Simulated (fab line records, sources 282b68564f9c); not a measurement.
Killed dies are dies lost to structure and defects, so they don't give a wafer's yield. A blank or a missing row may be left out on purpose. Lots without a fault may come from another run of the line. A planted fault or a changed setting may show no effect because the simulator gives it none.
One fault seen from 2 desks | flow rit_cmos | each desk has only its own numbers; what lay behind them comes last

THE TOOL OWNER'S DESK: implanter-01
The tool's own readings at RIT_NRETRO_IMPLANT_08: means of the sampled wafers that have a number, for each lot that ran on this tool. A lot is out of limits, marked OUT, if its mean lies more than 4 standard deviations from the usual mean; the brackets give that distance.
Columns: A = beam_energy_keV at RIT_NRETRO_IMPLANT_08, usual 70.939; B = dose_ions_cm2 at RIT_NRETRO_IMPLANT_08, usual 1.0002e+13; C = faraday_current_uA at RIT_NRETRO_IMPLANT_08, usual 31.7
lot  | first seen here | A      | B                            | C
L584 | day 2 14:31     | 70.918 | 9.9917e+12                   | 31.5
L592 | day 4 06:56     | 70.935 | 8.3027e+12 (-99 or more) OUT | 26.3 (-9.1) OUT
L593 | day 4 10:13     | 70.911 | 8.2960e+12 (-99 or more) OUT | 26.2 (-9.3) OUT
This desk's finding: out of limits on L592, L593; first on L592, day 4 06:56 (dose_ions_cm2 at RIT_NRETRO_IMPLANT_08). In limits: L584.

THE METROLOGY DESK
What the gauges read, lot by lot, whatever tool the lot ran on: means of the sampled wafers that have a number. A lot is out of limits, marked OUT, if its mean lies more than 4 standard deviations from the usual mean; the brackets give that distance.
Columns: A = NRETRO_TW at RIT_NRETRO_TW_MEAS_10, usual 1058
lot  | first seen here | A
L583 | day 2 09:40     | 1055
L584 | day 2 14:50     | 1050
L585 | day 2 18:49     | 1073
L590 | day 3 20:24     | 1057
L592 | day 4 07:15     | 996 (-6.6) OUT
L593 | day 4 10:31     | 1005 (-5.6) OUT
L594 | day 4 14:54     | 1055
L595 | day 4 20:40     | 1056
L596 | day 4 23:13     | 1067
L597 | day 5 04:51     | 1053
L598 | day 5 11:01     | 1051
L601 | day 6 01:27     | 1053
L605 | day 6 21:48     | 1070
L606 | day 7 02:49     | 1071
This desk's finding: out of limits on L592, L593; first on L592, day 4 07:15 (NRETRO_TW at RIT_NRETRO_TW_MEAS_10). In limits: L583, L584, L585, L590, L594, L595, L596, L597, L598, L601, L605, L606.

PUT TOGETHER
The tool owner's desk could have raised an alarm at day 4 06:56, on L592, L593.
The metrology desk could have raised an alarm at day 4 07:15, on L592, L593.
Of the lots named, all ran RIT_NRETRO_IMPLANT_08 on implanter-01.

WHAT THE SIMULATOR HAD PUT IN
Process parameter drift: implanter-01, from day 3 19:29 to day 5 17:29, at RIT_NRETRO_IMPLANT_08. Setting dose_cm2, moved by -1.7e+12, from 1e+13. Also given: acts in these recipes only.
Lots struck among those shown: L592, L593.
Hours from the fault's start to each desk's first reading out of limits: the tool owner's desk, 11; the metrology desk, 12.
